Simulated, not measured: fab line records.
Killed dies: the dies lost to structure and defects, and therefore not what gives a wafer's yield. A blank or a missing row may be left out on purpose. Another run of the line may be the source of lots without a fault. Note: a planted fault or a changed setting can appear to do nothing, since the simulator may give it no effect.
fab line records    flow rit_cmos
record lots=6  wafers=18  last_day=7
route steps=202 shown NRETRO@63 PRETRO@64 GATE@75 FOX2@80 M1@202
lots untouched by any fault: they come from a run of this same line in which no faults occurred
start_h: the number of hours between the record's first day and the start of the first shown wafer of the lot    wait_h: hours since the lot's step before    " same as the row above    L1.1+2: several wafers, shown together as one row    - either no value or no given start    * or withheld: withheld    < > ~ a bound
route shown NAME@n: names a module that has steps shown in the file, with the first one's number in the route    usual: the fault-free wafers' mean and standard deviation    same: alike in all rows    chamber/n: place in a boat    sites: each site's reading    _std_site: the standard deviation of these    _edge_site: inner sites' mean taken away from outer sites' mean    radius_mm: how far each site lies from the wafer's centre    mask NAME#n: copy n    behind: the most recent tool/chamber to have shaped the wafer    hold: the reason the lot was held/the length of the hold in hours/how it ended    device: names the non-switching transistor (n, p or np)    end of line: the tests these same wafers got at the end of their route    a step with no rows: only its recipe    killed: at the first sort, the dies lost to defects and structure; wafer yield is something else    map: a wafer's dies, marking killed ones x, the rest . and places with no die _
set.NAME: the run value of the setting; set.NAME@STEP: its run value at that earlier step    model.NAME: the simulator's own value behind a step, which no gauge read
lots at some steps of the route; a table a step, a row a wafer
services: from which hour (start_h, from the record's first day; less than 0 if before it) a tool's chamber was out of use, for how many hours, and why
## steps
# step RIT_NRETRO_TW_MEAS_10
# usual NRETRO_TW=1048/14
lot.wafer  tool           chamber  start_h  wait_h  NRETRO_TW
L538.1     film_metro-02  -        52.06    0.1     1044
L538.2     "              -        "        "       1045
L538.6     "              -        "        "       1044
L543.1     film_metro-04  -        76.42    0.1     1033
L543.3     "              -        "        "       1036
L543.4     "              -        "        "       1037
L544.2     film_metro-01  -        82.86    0.1     1051
L544.3     "              -        "        "       1056
L544.4     "              -        "        "       1053
L550.2     film_metro-01  -        113.42   0.1     1059
L550.3     "              -        "        "       1059
L550.6     "              -        "        "       1062
L555.1     film_metro-02  -        136.93   0.1     1057
L555.2     "              -        "        "       1061
L555.6     "              -        "        "       1060
L557.1     film_metro-04  -        148.46   0.1     1027
L557.2     "              -        "        "       1024
L557.4     "              -        "        "       1025
# step RIT_PRETRO_HMDS_00
# recipe prime_time_s=60  prime_temp_c=140
# step RIT_PRETRO_COAT_01
# recipe resist=NOVOLAK  spin_rpm=2000  resist_thk_nm=1300
# step RIT_PRETRO_SOFTBAKE_02
# recipe resist=NOVOLAK  temp_c=90  time_s=60
# step RIT_PRETRO_EXPOSE_03
# recipe mask_id=M5  na=0.57  target_cd_nm=43700  dose_mj=250
# step RIT_PRETRO_PEB_04
# recipe resist=NOVOLAK  temp_c=withheld  time_s=withheld
# step RIT_PRETRO_DEVELOP_05
# recipe resist=NOVOLAK  develop_time_s=68  dev_temp_c=23
# step RIT_PRETRO_OVL_MEAS_06
# usual PRETRO_OVL=1.1/1.1
lot.wafer  tool        chamber  start_h  wait_h  PRETRO_OVL[nm]
L538.1     overlay-01  -        53.00    -       0.8
L538.2     "           -        "        "       1.6
L538.6     "           -        "        "       -0.2
L543.1     overlay-02  -        77.36    -       2.6
L543.3     "           -        "        "       1.5
L543.4     "           -        "        "       1.6
L544.2     overlay-01  -        83.80    -       2.5
L544.3     "           -        "        "       0.6
L544.4     "           -        "        "       2.6
L550.2     overlay-02  -        114.35   -       0.0
L550.3     "           -        "        "       -0.6
L550.6     "           -        "        "       -0.4
L555.1     overlay-01  -        138.05   -       0.1
L555.2     "           -        "        "       -0.2
L555.6     "           -        "        "       0.7
L557.1     overlay-02  -        149.52   -       0.0
L557.2     "           -        "        "       0.1
L557.4     "           -        "        "       0.1
# step RIT_PRETRO_HARDBAKE_07
# recipe resist=NOVOLAK  temp_c=140  time_s=120
# step RIT_PRETRO_IMPLANT_08
# recipe species=B  energy_kev=45  dose_cm2=1.2e+13  tilt_deg=7
# step RIT_PRETRO_STRIP_09
# recipe chemistry=O2  time_s=180  resist=NOVOLAK  platen_temp_c=withheld  power_w=500  pressure_mtorr=4000  o2_flow_sccm=4000
# usual drypump_motor_current_A=5.6/0.51
lot.wafer  tool             chamber  start_h  wait_h  drypump_motor_current_A  rf_hours_counter_h
L538.1     plasma_asher-04  0        53.43    0.1     5.4                      39
L538.2     "                1        "        "       6.6                      39
L538.6     "                0        "        "       5.4                      -
L543.1     plasma_asher-04  0        77.79    0.1     5.4                      42
L543.3     "                1        "        "       6.6                      -
L543.4     "                0        "        "       5.4                      -
L544.2     plasma_asher-03  1        84.23    0.1     5.5                      44
L544.3     "                1        "        "       5.5                      -
L544.4     "                0        "        "       5.3                      -
L550.2     plasma_asher-02  0        114.78   0.1     5.4                      48
L550.3     "                1        "        "       5.1                      -
L550.6     "                0        "        "       5.4                      -
L555.1     plasma_asher-04  0        138.51   0.1     5.4                      49
L555.2     "                1        "        "       6.6                      49
L555.6     "                0        "        "       5.4                      -
L557.1     plasma_asher-04  1        149.96   0.1     6.6                      50
L557.2     "                0        "        "       5.4                      50
L557.4     "                1        "        "       6.6                      -
# step RIT_PRETRO_TW_MEAS_10
# usual PRETRO_TW=474/4.1
lot.wafer  tool           chamber  start_h  wait_h  PRETRO_TW
L538.1     film_metro-03  -        53.61    0.1     472
L538.2     "              -        "        "       467
L538.6     "              -        "        "       466
L543.1     film_metro-02  -        77.97    0.1     471
L543.3     "              -        "        "       473
L543.4     "              -        "        "       474
L544.2     film_metro-02  -        84.41    0.1     469
L544.3     "              -        "        "       474
L544.4     "              -        "        "       471
L550.2     film_metro-01  -        114.97   0.1     479
L550.3     "              -        "        "       480
L550.6     "              -        "        "       482
L555.1     film_metro-02  -        138.69   0.1     477
L555.2     "              -        "        "       477
L555.6     "              -        "        "       478
L557.1     film_metro-01  -        150.13   0.1     474
L557.2     "              -        "        "       475
L557.4     "              -        "        "       471
# step RIT_GATE_WET_ETCH_00
# recipe chemistry=BOE  target=SiO2  target_depth_nm=56  time_s=60  dry=n2_spin  dilution=10:1  temp_c=21.5
# usual bath_heat_duty_pct=1.7/0.34  run_length_s=88/3.7
lot.wafer  tool          chamber  start_h  wait_h  bath_heat_duty_pct  run_length_s  model.SiO2_of_FOX2_OXIDATION_00.thk_nm  model.SiO2_of_ACTIVE_OXIDATION_01.thk_nm
L538.1     wet_bench-04  3        53.67    0.1     1.8                 93            257                                     0
L538.2     "             3        "        "       2.1                 93            264.3                                   0
L538.6     "             3        "        "       2.1                 93            260.4                                   0
L543.1     wet_bench-01  0        78.03    0.1     -                   -             320.8                                   40.18
L543.3     "             0        "        "       -                   -             319                                     39.94
L543.4     "             0        "        "       -                   -             321.9                                   39.37
L544.2     wet_bench-02  1        84.46    0.0     -                   -             322.1                                   36.89
L544.3     "             1        "        "       -                   -             317.3                                   36.86
L544.4     "             1        "        "       -                   -             319.2                                   38.14
L550.2     wet_bench-02  0        115.02   0.0     1.7                 88            266.4                                   0
L550.3     "             0        "        "       1.7                 88            265.3                                   0
L550.6     "             0        "        "       1.5                 88            257.7                                   0
L555.1     wet_bench-01  1        138.75   0.1     1.6                 87            264                                     0
L555.2     "             1        "        "       1.8                 87            263                                     0
L555.6     "             1        "        "       2.1                 87            269.8                                   0
L557.1     wet_bench-01  2        150.19   0.1     1.6                 87            274                                     0
L557.2     "             2        "        "       1.8                 87            273.5                                   0
L557.4     "             2        "        "       1.6                 87            278                                     0
# step RIT_GATE_CLEAN_01
# recipe chemistry=SC1  mix=3:3:50  time_s=600  temp_c=75
# step RIT_GATE_CLEAN_02
# recipe chemistry=dHF  dilution=50:1  time_s=30
# step RIT_GATE_CLEAN_03
# recipe chemistry=SC2  mix=3:3:50  time_s=600  temp_c=75  dry=n2_spin
# step RIT_GATE_CLEAN_04
# recipe chemistry=dHF  dilution=50:1  time_s=61.66  dry=n2_spin
# step RIT_FOX2_THK_MEAS_91
# recipe reads=SiO2_of_FOX2_OXIDATION_00
# usual FIELD_OXIDE_LEFT_2_THK=254/6.5
lot.wafer  tool           chamber  start_h  wait_h  FIELD_OXIDE_LEFT_2_THK[nm]
L538.1     film_metro-03  -        54.11    0.0     245
L538.2     "              -        "        "       252
L538.6     "              -        "        "       248
L543.1     film_metro-01  -        78.45    0.0     309
L543.3     "              -        "        "       307
L543.4     "              -        "        "       310
L544.2     film_metro-03  -        84.89    0.0     310
L544.3     "              -        "        "       305
L544.4     "              -        "        "       307
L550.2     film_metro-03  -        115.45   0.0     254
L550.3     "              -        "        "       253
L550.6     "              -        "        "       246
L555.1     film_metro-01  -        139.20   0.0     252
L555.2     "              -        "        "       251
L555.6     "              -        "        "       257
L557.1     film_metro-04  -        150.61   0.0     262
L557.2     "              -        "        "       261
L557.4     "              -        "        "       266
# step RIT_GATE_OXIDATION_05
# recipe temp_c=900  ambient=O2  target_thk_a=30  ox_time_s=270
# step RIT_GATE_ANNEAL_06
# recipe temp_c=900  time_s=600  ambient=N2O
# step RIT_GATE_CVD_08
# recipe material=poly-Si  target_thk_nm=250  temp_c=610  precursor=SiH4  time_s=2220  pressure_mtorr=300  sih4_flow_sccm=100
# step RIT_GATE_HMDS_10
# recipe prime_time_s=60  prime_temp_c=140
# step RIT_GATE_COAT_11
# recipe resist=NOVOLAK  spin_rpm=4250  resist_thk_nm=850
# step RIT_GATE_SOFTBAKE_12
# recipe resist=NOVOLAK  temp_c=90  time_s=60
# step RIT_GATE_EXPOSE_13
# recipe mask_id=M6  na=0.6  source_shape=conventional  sigma_outer=0.6  target_cd_nm=150  dose_mj=380
# step RIT_GATE_PEB_14
# recipe resist=NOVOLAK  temp_c=withheld  time_s=withheld
# step RIT_GATE_DEVELOP_15
# recipe resist=NOVOLAK  develop_time_s=50  dev_temp_c=23
# step RIT_GATE_CD_MEAS_16
# recipe target_cd_nm=150
# usual cd_nm=150.4/2.5
lot.wafer  tool       chamber  start_h  wait_h  cd_nm
L538.1     cd_sem-01  -        62.72    -       151.0
L538.2     "          -        "        "       151.7
L538.6     "          -        "        "       149.3
L543.1     cd_sem-01  -        83.04    -       149.8
L543.3     "          -        "        "       151.4
L543.4     "          -        "        "       152.4
L544.2     cd_sem-01  -        92.42    -       154.4
L544.3     "          -        "        "       152.3
L544.4     "          -        "        "       150.6
L550.2     cd_sem-01  -        123.88   -       150.8
L550.3     "          -        "        "       150.0
L550.6     "          -        "        "       149.5
L555.1     cd_sem-02  -        143.49   -       151.9
L555.2     "          -        "        "       152.5
L555.6     "          -        "        "       153.5
L557.1     cd_sem-02  -        156.01   -       155.1
L557.2     "          -        "        "       151.9
L557.4     "          -        "        "       150.9
# step RIT_GATE_OVL_MEAS_17
# usual GATE_OVL=0.8/1.6
lot.wafer  tool        chamber  start_h  wait_h  GATE_OVL[nm]
L538.1     overlay-01  -        62.84    0.1     1.6
L538.2     "           -        "        "       2.6
L538.6     "           -        "        "       0.2
L543.1     overlay-01  -        83.16    0.1     2.3
L543.3     "           -        "        "       1.2
L543.4     "           -        "        "       3.8
L544.2     overlay-02  -        92.52    0.1     2.1
L544.3     "           -        "        "       1.2
L544.4     "           -        "        "       -0.5
L550.2     overlay-01  -        123.99   0.1     0.0
L550.3     "           -        "        "       0.7
L550.6     "           -        "        "       0.0
L555.1     overlay-01  -        143.61   0.1     1.1
L555.2     "           -        "        "       0.3
L555.6     "           -        "        "       2.0
L557.1     overlay-02  -        156.13   0.1     0.1
L557.2     "           -        "        "       1.4
L557.4     "           -        "        "       0.7
# step RIT_GATE_HARDBAKE_18
# recipe resist=NOVOLAK  temp_c=140  time_s=60
# step RIT_GATE_ETCH_19
# recipe chemistry=SF6/CHF3/O2  time_s=165  SF6_flow_sccm=30  CHF3_flow_sccm=30  O2_flow_sccm=5  target=poly-Si  pressure_mtorr=40  rf_w=160  target_depth_a=3125  over_etch_frac=0.25  stop_on=SiO2
# usual CHF3_flow_sccm=29.99/0.083  O2_flow_sccm=4.998/0.017  drypump_motor_current_A=5.7/0.37  oes_product_au=0.847/0.0086  throttle_valve_pct=10.26/0.12
lot.wafer  tool       chamber  start_h  wait_h  CHF3_flow_sccm  O2_flow_sccm  drypump_motor_current_A  oes_product_au  rf_hours_counter_h  throttle_valve_pct  model.SiO2_of_FOX2_OXIDATION_00.thk_nm
L538.1     rie_si-01  3        63.02    0.1     30.03           4.976         6.1                      0.859           1                   10.35               233.8
L538.2     "          1        "        "       29.85           5.008         5.1                      0.846           2                   10.27               241.5
L538.6     "          0        "        "       30.05           5.000         5.9                      0.849           -                   10.32               237.4
L543.1     rie_si-02  0        83.35    0.1     30.02           4.994         5.2                      0.830           17                  10.50               297.6
L543.3     "          2        "        "       29.95           5.025         6.1                      0.839           1                   10.12               295.5
L543.4     "          2        "        "       30.03           5.009         6.1                      0.831           -                   10.12               298.3
L544.2     rie_si-01  2        92.70    0.1     29.73           4.973         5.9                      0.853           0                   10.09               298.9
L544.3     "          3        "        "       30.01           4.995         6.1                      0.859           2                   10.33               294
L544.4     "          0        "        "       29.83           4.996         5.9                      0.847           46                  10.31               296
L550.2     rie_si-01  2        124.17   0.1     30.11           5.005         5.8                      0.856           0                   10.10               243.1
L550.3     "          3        "        "       29.99           4.989         6.1                      0.852           2                   10.33               242.1
L550.6     "          1        "        "       29.77           5.048         5.1                      0.853           -                   10.28               234.9
L555.1     rie_si-02  0        143.80   0.1     30.08           4.982         5.2                      0.834           18                  10.50               240.7
L555.2     "          3        "        "       30.09           4.987         5.5                      0.840           3                   10.25               239.8
L555.6     "          3        "        "       30.01           4.993         5.5                      0.839           -                   10.24               246.5
L557.1     rie_si-02  0        156.32   0.1     29.96           5.006         5.2                      0.842           18                  10.50               250.4
L557.2     "          2        "        "       30.05           5.009         6.1                      0.845           2                   10.12               249.9
L557.4     "          3        "        "       30.06           4.990         5.6                      0.850           3                   10.25               254.5
# step RIT_GATE_STRIP_20
# recipe chemistry=O2  time_s=180  resist=NOVOLAK  platen_temp_c=withheld  power_w=500  pressure_mtorr=4000  o2_flow_sccm=4000
# usual drypump_motor_current_A=5.5/0.56
lot.wafer  tool             chamber  start_h  wait_h  drypump_motor_current_A  rf_hours_counter_h
L538.1     plasma_asher-03  1        63.13    0.1     5.5                      41
L538.2     "                0        "        "       5.3                      41
L538.6     "                1        "        "       5.5                      -
L543.1     plasma_asher-03  1        83.46    0.1     5.5                      44
L543.3     "                1        "        "       5.5                      -
L543.4     "                0        "        "       5.3                      -
L544.2     plasma_asher-02  1        92.81    0.1     5.1                      45
L544.3     "                1        "        "       5.1                      -
L544.4     "                0        "        "       5.4                      -
L550.2     plasma_asher-01  1        124.28   0.1     6.4                      35
L550.3     "                0        "        "       4.9                      -
L550.6     "                1        "        "       6.4                      -
L555.1     plasma_asher-03  1        143.91   0.1     5.5                      3
L555.2     "                0        "        "       5.3                      3
L555.6     "                0        "        "       5.3                      -
L557.1     plasma_asher-01  1        156.43   0.1     6.4                      39
L557.2     "                0        "        "       4.9                      39
L557.4     "                1        "        "       6.4                      -
# step RIT_M1_PROBE_99
# usual killed_at_contacts=0.1/0.25  killed_at_front_end=6/3.1  killed_dies=6/3.1  killed_on_rim=1.6/1.4  killed_open=2.9/2  killed_short=3.3/2
# same gross_dies=264  killed_at_M0_to_M3=0  killed_at_M4_up=0  killed_at_back_side=0  killed_at_other=0
lot.wafer  tool       chamber  start_h  wait_h  killed_at_contacts  killed_at_front_end  killed_dies  killed_on_rim  killed_open  killed_short
L538.1     prober-02  -        82.65    0.1     0                   12                   12           3              7            5
L538.2     prober-02  -        82.70    0.1     0                   7                    7            1              5            2
L538.6     prober-02  -        82.90    0.2     0                   14                   14           2              7            7
L543.1     prober-01  -        105.46   0.1     0                   264                  264          70             5            4
L543.3     prober-01  -        105.56   0.2     0                   264                  264          70             1            5
L543.4     prober-01  -        105.61   0.2     0                   264                  264          70             1            4
L544.2     prober-02  -        112.64   0.1     1                   263                  264          70             0            2
L544.3     prober-02  -        112.69   0.2     0                   264                  264          70             1            2
L544.4     prober-02  -        112.74   0.2     0                   264                  264          70             4            1
L550.2     prober-02  -        144.48   0.1     0                   3                    3            0              2            1
L550.3     prober-02  -        144.53   0.2     0                   9                    9            4              3            6
L550.6     prober-02  -        144.68   0.2     0                   5                    5            3              3            2
L555.1     prober-01  -        163.84   0.1     0                   7                    7            3              1            6
L555.2     prober-01  -        163.89   0.1     0                   8                    8            1              2            6
L555.6     prober-01  -        164.09   0.2     0                   4                    4            1              0            4
# killed by level:class
L538.1 GATE:geometric_particle:short=4 FOX1:geometric_particle:open=3 GATE:geometric_particle:open=3 FOX1:geometric_particle:short=1 SPACER:geometric_particle:open=1
L538.2 SILICIDE:geometric_particle:open=2 FOX1:geometric_particle:short=1 FOX1:geometric_particle:open=1 GATE:geometric_particle:open=1 REOX:geometric_particle:open=1 SILICIDE:geometric_particle:short=1
L538.6 SILICIDE:geometric_particle:short=4 FOX1:geometric_particle:open=3 GATE:geometric_particle:short=2 FOX1:geometric_particle:short=1 FOX2:geometric_particle:open=1 GATE:geometric_particle:open=1 REOX:geometric_particle:open=1 SILICIDE:geometric_particle:open=1
L543.1 GATE:area_etch=255 GATE:geometric_particle:short=3 GATE:geometric_particle:open=2 FOX1:geometric_particle:open=1 FOX2:geometric_particle:open=1 REOX:geometric_particle:short=1 SPACER:geometric_particle:open=1
L543.3 GATE:area_etch=258 SPACER:geometric_particle:short=2 FOX2:geometric_particle:short=1 FOX2:geometric_particle:open=1 GATE:geometric_particle:short=1 REOX:geometric_particle:short=1
L543.4 GATE:area_etch=259 REOX:geometric_particle:short=2 FOX1:geometric_particle:short=1 GATE:geometric_particle:open=1 SPACER:geometric_particle:short=1
L544.2 GATE:area_etch=262 SILICIDE:geometric_particle:short=1 CONTACT:geometric_particle:short=1
L544.3 GATE:area_etch=261 FOX2:geometric_particle:open=1 GATE:geometric_particle:short=1 SPACER:geometric_particle:short=1
L544.4 GATE:area_etch=259 FOX1:geometric_particle:open=1 FOX2:geometric_particle:open=1 GATE:geometric_particle:open=1 SPACER:geometric_particle:short=1 SILICIDE:geometric_particle:open=1
L550.2 FOX1:geometric_particle:open=1 GATE:geometric_particle:short=1 SILICIDE:geometric_particle:open=1
L550.3 GATE:geometric_particle:short=2 SILICIDE:geometric_particle:short=2 FOX1:geometric_particle:open=1 FOX1:geometric_particle:short=1 REOX:geometric_particle:open=1 REOX:geometric_particle:short=1 SILICIDE:geometric_particle:open=1
L550.6 GATE:geometric_particle:open=3 GATE:geometric_particle:short=2
L555.1 SPACER:geometric_particle:short=3 FOX2:geometric_particle:short=1 GATE:geometric_particle:short=1 GATE:geometric_particle:open=1 REOX:geometric_particle:short=1
L555.2 GATE:geometric_particle:short=4 GATE:geometric_particle:open=2 SILICIDE:geometric_particle:short=2
L555.6 REOX:geometric_particle:short=2 GATE:geometric_particle:short=1 SILICIDE:geometric_particle:short=1
# map L543.1 (x killed, . not)
________xxxxxxx_______
_____xxxxxxxxxxxxx____
____xxxxxxxxxxxxxxx___
___xxxxxxxxxxxxxxxxx__
__xxxxxxxxxxxxxxxxxxx_
__xxxxxxxxxxxxxxxxxxx_
_xxxxxxxxxxxxxxxxxxxxx
_xxxxxxxxxxxxxxxxxxxxx
_xxxxxxxxxxxxxxxxxxxxx
_xxxxxxxxxxxxxxxxxxxxx
__xxxxxxxxxxxxxxxxxxx_
__xxxxxxxxxxxxxxxxxxx_
___xxxxxxxxxxxxxxxxx__
____xxxxxxxxxxxxxxx___
_____xxxxxxxxxxxxx____
________xxxxxxx_______
# map L544.2 (x killed, . not)
________xxxxxxx_______
_____xxxxxxxxxxxxx____
____xxxxxxxxxxxxxxx___
___xxxxxxxxxxxxxxxxx__
__xxxxxxxxxxxxxxxxxxx_
__xxxxxxxxxxxxxxxxxxx_
_xxxxxxxxxxxxxxxxxxxxx
_xxxxxxxxxxxxxxxxxxxxx
_xxxxxxxxxxxxxxxxxxxxx
_xxxxxxxxxxxxxxxxxxxxx
__xxxxxxxxxxxxxxxxxxx_
__xxxxxxxxxxxxxxxxxxx_
___xxxxxxxxxxxxxxxxx__
____xxxxxxxxxxxxxxx___
_____xxxxxxxxxxxxx____
________xxxxxxx_______
## services
tool             chamber  start_h  hours  kind
rie_si-01        -        36.08    0.2    repair
rie_si-01        2        43.65    7.9    repair
rie_si-01        2        56.10    -      clean
rie_si-01        2        56.10    19.0   scheduled_down
rie_si-01        2        56.10    19.0   vent_cycle
plasma_asher-02  -        71.80    14.6   pm
plasma_asher-03  -        88.64    1.2    repair
plasma_asher-03  -        108.75   9.0    pm
plasma_asher-03  0        108.75   9.0    vent_cycle
plasma_asher-03  1        108.75   9.0    vent_cycle
rie_si-02        0        111.18   7.0    repair
plasma_asher-03  0        117.75   -      clean
plasma_asher-03  1        117.75   -      clean
rie_si-01        3        151.07   4.9    repair
## key
first_sign step=RIT_GATE_WET_ETCH_00  reading=tool_record  direction=missing
effect step=RIT_FOX2_THK_MEAS_91  reading=FIELD_OXIDE_LEFT_2_THK  direction=up  sigmas=8.2  usual=254  struck=308
effect step=RIT_M1_PROBE_99  reading=killed_dies  direction=up  sigmas=84  usual=6  struck=264
model_effect step=RIT_GATE_WET_ETCH_00  value=SiO2_of_FOX2_OXIDATION_00.thk_nm  without=263.7  struck=320
model_effect step=RIT_GATE_ETCH_19  value=SiO2_of_FOX2_OXIDATION_00.thk_nm  without=240.4  struck=296.7
more_kills_born_at RIT_GATE_WET_ETCH_00@wet_bench-02=782  RIT_GATE_WET_ETCH_00@wet_bench-01=772
met_at RIT_GATE_WET_ETCH_00
struck_wafers L543.1,L543.3,L543.4,L544.2,L544.3,L544.4
later_rows_left_out L543.1,L543.3,L543.4,L544.2,L544.3,L544.4
tester_left_out L543,L544
fault kind=skipped_step_whole  tool=wet_bench-01,wet_bench-02  chamber=-  onset_h=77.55  steps=RIT_GATE_WET_ETCH_00  scope=struck_lots_only
# tester_left_out: of these lots the tester's yield and bins aren't shown, on N5 and GAA mostly nor the transistor test; their killed dies are dies lost to structure and defects alone, not to doping, threshold or leakage, so they don't give the yield
# later_rows_left_out: the simulator's readings of these wafers behind a module that went badly wrong aren't trusted and aren't shown, but for the sort
